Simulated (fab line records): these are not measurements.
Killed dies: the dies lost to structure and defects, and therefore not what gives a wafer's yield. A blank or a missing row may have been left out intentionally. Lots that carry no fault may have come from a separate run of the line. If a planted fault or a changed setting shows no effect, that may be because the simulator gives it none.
fab line records :: flow rit-cmos
record
  lots=14
  wafers=42
  last-day=7
route steps=202 shown CONTACT@180 M1@202
lots that met no fault: taken from a fault-free run of the same line
start-h: hours from the record's first day to the start of the lot's first wafer shown :: wait-h: how many hours have passed since the lot's step before this one :: " identical to the entry in the row above :: L1.1+2: a row that stands for several wafers :: - either no value or no given start :: * or withheld: withheld :: < > ~ a bound
route shown NAME@n: a module of which the file shows steps, and the number in the route of the first :: usual: mean/standard deviation of fault-free wafers :: same: alike in all rows :: chamber/n: place in a boat :: sites: each site's reading :: _std_site: how widely they spread, as a standard deviation :: _edge_site: mean of outer sites minus mean of inner sites :: radius-mm: how far each site lies from the wafer's centre :: mask NAME#n: copy n :: behind: the most recent tool/chamber to have shaped the wafer :: hold: reason for holding the lot/hours on hold/outcome of the hold :: device: the n, p or np transistor that did not switch :: end of line: the route-end tests of the same wafers :: step lacking rows: just its recipe :: killed: count of dies lost to structure and defects at first sort (not the wafer's yield) :: map: a wafer's dies, marking killed ones x, the rest . and places with no die _
set.NAME: the setting the step ran with; set.NAME@STEP: the setting that earlier step ran with :: model.NAME: the simulator's own value behind a step, which no gauge read
route steps across a sampled set of lots; one table per step, one row per wafer
services: a tool's chamber out of use, with start hour (start-h, from the record's first day; less than 0 if before it), hours out, and reason
## steps
# step RIT_CONTACT_STRIP_12
# recipe
  chemistry=O2
  time-s=180
  resist=NOVOLAK
  platen-temp-c=withheld
  power-w=500
  pressure-mtorr=4000
  o2-flow-sccm=4000
# usual
  drypump-motor-current-A=5.8/0.36
  run-length-s=208.4/0.42
lot.wafer: L573.3
tool: plasma-asher-03
chamber: 1
start-h: 52.19
wait-h: 0.2
drypump-motor-current-A: 5.4
rf-hours-counter-h: -
run-length-s: 208.2

lot.wafer: L573.4
tool: plasma-asher-03
chamber: 0
start-h: 52.19
wait-h: 0.2
drypump-motor-current-A: 6.1
rf-hours-counter-h: -
run-length-s: 208.1

lot.wafer: L573.5
tool: plasma-asher-03
chamber: 0
start-h: 52.19
wait-h: 0.2
drypump-motor-current-A: 6.1
rf-hours-counter-h: -
run-length-s: 208.6

lot.wafer: L574.1
tool: plasma-asher-01
chamber: 1
start-h: 58.37
wait-h: 0.1
drypump-motor-current-A: 6.3
rf-hours-counter-h: 40
run-length-s: 208.7

lot.wafer: L574.2
tool: plasma-asher-01
chamber: 0
start-h: 58.37
wait-h: 0.1
drypump-motor-current-A: 6.2
rf-hours-counter-h: 40
run-length-s: 208.3

lot.wafer: L574.6
tool: plasma-asher-01
chamber: 1
start-h: 58.37
wait-h: 0.1
drypump-motor-current-A: 6.3
rf-hours-counter-h: -
run-length-s: 208.3

lot.wafer: L575.2
tool: plasma-asher-04
chamber: 0
start-h: 61.57
wait-h: 0.1
drypump-motor-current-A: 5.5
rf-hours-counter-h: 43
run-length-s: 208.0

lot.wafer: L575.3
tool: plasma-asher-04
chamber: 0
start-h: 61.57
wait-h: 0.1
drypump-motor-current-A: 5.5
rf-hours-counter-h: -
run-length-s: 208.0

lot.wafer: L575.4
tool: plasma-asher-04
chamber: 1
start-h: 61.57
wait-h: 0.1
drypump-motor-current-A: 5.4
rf-hours-counter-h: -
run-length-s: 208.9

lot.wafer: L577.1
tool: plasma-asher-03
chamber: 0
start-h: 76.67
wait-h: 0.1
drypump-motor-current-A: 6.1
rf-hours-counter-h: 43
run-length-s: 208.0

lot.wafer: L577.5
tool: plasma-asher-03
chamber: 1
start-h: 76.67
wait-h: 0.1
drypump-motor-current-A: 5.4
rf-hours-counter-h: -
run-length-s: 208.4

lot.wafer: L577.6
tool: plasma-asher-03
chamber: 0
start-h: 76.67
wait-h: 0.1
drypump-motor-current-A: 6.0
rf-hours-counter-h: -
run-length-s: 208.0

lot.wafer: L578.1
tool: plasma-asher-04
chamber: 1
start-h: 83.82
wait-h: 0.1
drypump-motor-current-A: 5.4
rf-hours-counter-h: 45
run-length-s: 209.2

lot.wafer: L578.3
tool: plasma-asher-04
chamber: 0
start-h: 83.82
wait-h: 0.1
drypump-motor-current-A: 5.5
rf-hours-counter-h: -
run-length-s: 208.1

lot.wafer: L578.5
tool: plasma-asher-04
chamber: 0
start-h: 83.82
wait-h: 0.1
drypump-motor-current-A: 5.5
rf-hours-counter-h: -
run-length-s: 207.9

lot.wafer: L582.1
tool: plasma-asher-03
chamber: 0
start-h: 105.88
wait-h: 0.1
drypump-motor-current-A: 6.1
rf-hours-counter-h: 46
run-length-s: 208.1

lot.wafer: L582.4
tool: plasma-asher-03
chamber: 0
start-h: 105.88
wait-h: 0.1
drypump-motor-current-A: 6.1
rf-hours-counter-h: -
run-length-s: 208.4

lot.wafer: L582.5
tool: plasma-asher-03
chamber: 1
start-h: 105.88
wait-h: 0.1
drypump-motor-current-A: 5.4
rf-hours-counter-h: -
run-length-s: 208.2

lot.wafer: L584.1
tool: plasma-asher-03
chamber: 1
start-h: 113.58
wait-h: 0.1
drypump-motor-current-A: 5.4
rf-hours-counter-h: 47
run-length-s: 208.6

lot.wafer: L584.3
tool: plasma-asher-03
chamber: 0
start-h: 113.58
wait-h: 0.1
drypump-motor-current-A: 6.1
rf-hours-counter-h: -
run-length-s: 208.0

lot.wafer: L584.5
tool: plasma-asher-03
chamber: 0
start-h: 113.58
wait-h: 0.1
drypump-motor-current-A: 6.1
rf-hours-counter-h: -
run-length-s: 207.9

lot.wafer: L585.1
tool: plasma-asher-03
chamber: 1
start-h: 115.59
wait-h: 0.1
drypump-motor-current-A: 5.4
rf-hours-counter-h: 47
run-length-s: 208.5

lot.wafer: L585.3
tool: plasma-asher-03
chamber: 1
start-h: 115.59
wait-h: 0.1
drypump-motor-current-A: 5.4
rf-hours-counter-h: -
run-length-s: 208.1

lot.wafer: L585.5
tool: plasma-asher-03
chamber: 1
start-h: 115.59
wait-h: 0.1
drypump-motor-current-A: 5.4
rf-hours-counter-h: -
run-length-s: 208.7

lot.wafer: L586.3
tool: plasma-asher-03
chamber: 0
start-h: 118.75
wait-h: 0.2
drypump-motor-current-A: 6.1
rf-hours-counter-h: -
run-length-s: 202.0

lot.wafer: L586.4
tool: plasma-asher-03
chamber: 1
start-h: 118.75
wait-h: 0.2
drypump-motor-current-A: 5.4
rf-hours-counter-h: -
run-length-s: 202.2

lot.wafer: L586.5
tool: plasma-asher-03
chamber: 0
start-h: 118.75
wait-h: 0.2
drypump-motor-current-A: 6.1
rf-hours-counter-h: -
run-length-s: 202.3

lot.wafer: L587.1
tool: plasma-asher-03
chamber: 0
start-h: 124.92
wait-h: 0.1
drypump-motor-current-A: 6.1
rf-hours-counter-h: 49
run-length-s: 201.8

lot.wafer: L587.3
tool: plasma-asher-03
chamber: 0
start-h: 124.92
wait-h: 0.1
drypump-motor-current-A: 6.1
rf-hours-counter-h: -
run-length-s: 202.2

lot.wafer: L587.5
tool: plasma-asher-03
chamber: 0
start-h: 124.92
wait-h: 0.1
drypump-motor-current-A: 6.1
rf-hours-counter-h: -
run-length-s: 202.0

lot.wafer: L592.3
tool: plasma-asher-01
chamber: 1
start-h: 149.29
wait-h: 0.2
drypump-motor-current-A: 6.2
rf-hours-counter-h: -
run-length-s: 208.4

lot.wafer: L592.4
tool: plasma-asher-01
chamber: 0
start-h: 149.29
wait-h: 0.2
drypump-motor-current-A: 6.2
rf-hours-counter-h: -
run-length-s: 208.1

lot.wafer: L592.5
tool: plasma-asher-01
chamber: 1
start-h: 149.29
wait-h: 0.2
drypump-motor-current-A: 6.2
rf-hours-counter-h: -
run-length-s: 208.7

lot.wafer: L593.1
tool: plasma-asher-01
chamber: 0
start-h: 151.88
wait-h: 0.1
drypump-motor-current-A: 6.2
rf-hours-counter-h: 2
run-length-s: 208.4

lot.wafer: L593.2
tool: plasma-asher-01
chamber: 1
start-h: 151.88
wait-h: 0.1
drypump-motor-current-A: 6.3
rf-hours-counter-h: 2
run-length-s: 208.4

lot.wafer: L593.5
tool: plasma-asher-01
chamber: 1
start-h: 151.88
wait-h: 0.1
drypump-motor-current-A: 6.2
rf-hours-counter-h: -
run-length-s: 208.3

lot.wafer: L595.3
tool: plasma-asher-04
chamber: 1
start-h: 164.25
wait-h: 0.2
drypump-motor-current-A: 5.4
rf-hours-counter-h: -
run-length-s: 209.0

lot.wafer: L595.4
tool: plasma-asher-04
chamber: 0
start-h: 164.25
wait-h: 0.2
drypump-motor-current-A: 5.5
rf-hours-counter-h: -
run-length-s: 208.1

lot.wafer: L595.6
tool: plasma-asher-04
chamber: 1
start-h: 164.25
wait-h: 0.2
drypump-motor-current-A: 5.4
rf-hours-counter-h: -
run-length-s: 209.0

lot.wafer: L596.1
tool: plasma-asher-04
chamber: 0
start-h: 171.54
wait-h: 0.1
drypump-motor-current-A: 5.6
rf-hours-counter-h: 56
run-length-s: 208.0

lot.wafer: L596.5
tool: plasma-asher-04
chamber: 1
start-h: 171.54
wait-h: 0.1
drypump-motor-current-A: 5.4
rf-hours-counter-h: -
run-length-s: 208.8

lot.wafer: L596.6
tool: plasma-asher-04
chamber: 0
start-h: 171.54
wait-h: 0.1
drypump-motor-current-A: 5.5
rf-hours-counter-h: -
run-length-s: 207.9
# step RIT_M1_PROBE_99
# usual
  killed-at-contacts=0.0/0.22
  killed-at-front-end=6.9/2.9
  killed-dies=7.0/2.9
  killed-open=3.5/2
  killed-short=3.5/2
# same
  gross-dies=264
  killed_at_M0_to_M3=0
  killed_at_M4_up=0
  killed-at-back-side=0
  killed-at-other=0
lot.wafer: L573.3
tool: prober-02
chamber: -
start-h: 60.44
wait-h: 0.2
killed-at-contacts: 0
killed-at-front-end: 7
killed-dies: 7
killed-open: 3
killed-short: 4

lot.wafer: L573.4
tool: prober-02
chamber: -
start-h: 60.49
wait-h: 0.2
killed-at-contacts: 1
killed-at-front-end: 7
killed-dies: 8
killed-open: 3
killed-short: 5

lot.wafer: L573.5
tool: prober-02
chamber: -
start-h: 60.54
wait-h: 0.2
killed-at-contacts: 0
killed-at-front-end: 8
killed-dies: 8
killed-open: 4
killed-short: 4

lot.wafer: L595.3
tool: prober-02
chamber: -
start-h: 169.07
wait-h: 0.2
killed-at-contacts: 0
killed-at-front-end: 2
killed-dies: 2
killed-open: 1
killed-short: 1

lot.wafer: L595.4
tool: prober-02
chamber: -
start-h: 169.12
wait-h: 0.2
killed-at-contacts: 0
killed-at-front-end: 6
killed-dies: 6
killed-open: 4
killed-short: 2

lot.wafer: L595.6
tool: prober-02
chamber: -
start-h: 169.22
wait-h: 0.2
killed-at-contacts: 0
killed-at-front-end: 1
killed-dies: 1
killed-open: 0
killed-short: 1
# killed by level:class
L573.3 GATE:geometric-particle:short=2 FOX2:geometric-particle:open=1 GATE:geometric-particle:open=1 REOX:geometric-particle:short=1 SILICIDE:geometric-particle:short=1 SILICIDE:geometric-particle:open=1
L573.4 SILICIDE:geometric-particle:short=2 FOX1:geometric-particle:short=1 GATE:geometric-particle:open=1 REOX:geometric-particle:short=1 SPACER:geometric-particle:open=1 SILICIDE:geometric-particle:open=1 CONTACT:geometric-particle:short=1
L573.5 GATE:geometric-particle:open=2 FOX1:geometric-particle:short=1 GATE:geometric-particle:short=1 REOX:geometric-particle:short=1 SPACER:geometric-particle:open=1 SILICIDE:geometric-particle:open=1 SILICIDE:geometric-particle:short=1
L595.3 FOX2:geometric-particle:open=1 GATE:geometric-particle:short=1
L595.4 GATE:geometric-particle:open=3 FOX1:geometric-particle:short=1 FOX2:geometric-particle:open=1 GATE:geometric-particle:short=1
L595.6 REOX:geometric-particle:short=1
## services
tool: plasma-asher-04
chamber: -
start-h: 45.41
hours: 3.7
kind: repair

tool: plasma-asher-01
chamber: -
start-h: 89.01
hours: 4.5
kind: repair

tool: plasma-asher-01
chamber: -
start-h: 108.92
hours: 9.0
kind: pm

tool: plasma-asher-01
chamber: 0
start-h: 108.92
hours: 9.0
kind: vent-cycle

tool: plasma-asher-01
chamber: 1
start-h: 108.92
hours: 9.0
kind: vent-cycle

tool: plasma-asher-01
chamber: 0
start-h: 117.92
hours: -
kind: clean

tool: plasma-asher-01
chamber: 1
start-h: 117.92
hours: -
kind: clean

tool: plasma-asher-01
chamber: -
start-h: 121.35
hours: 15.5
kind: repair

tool: plasma-asher-04
chamber: -
start-h: 136.70
hours: 1.5
kind: repair

tool: plasma-asher-03
chamber: -
start-h: 162.96
hours: 2.8
kind: pm

tool: plasma-asher-01
chamber: -
start-h: 167.20
hours: 1.8
kind: repair
## key
first-sign
  step=RIT_CONTACT_STRIP_12
  reading=run-length-s
  direction=down
  sigmas=15
  usual=*
  struck=*
effect none on later readings
met-at RIT_CONTACT_STRIP_12
struck-lots L586,L587
tester-left-out L586,L587
onset-between 115.59 118.75
fault
  kind=process-parameter-drift
  tool=plasma-asher-03
  chamber=-
  onset-h=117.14
  steps=RIT_CONTACT_STRIP_12
  channel=time-s
  offset=*
  shape=step
  acts-in=*
  stated=*
# tester-left-out: of these lots the tester's yield and bins aren't shown, on N5 and GAA mostly nor the transistor test; their killed dies are dies lost to structure and defects alone, not to doping, threshold or leakage, so they don't give the yield
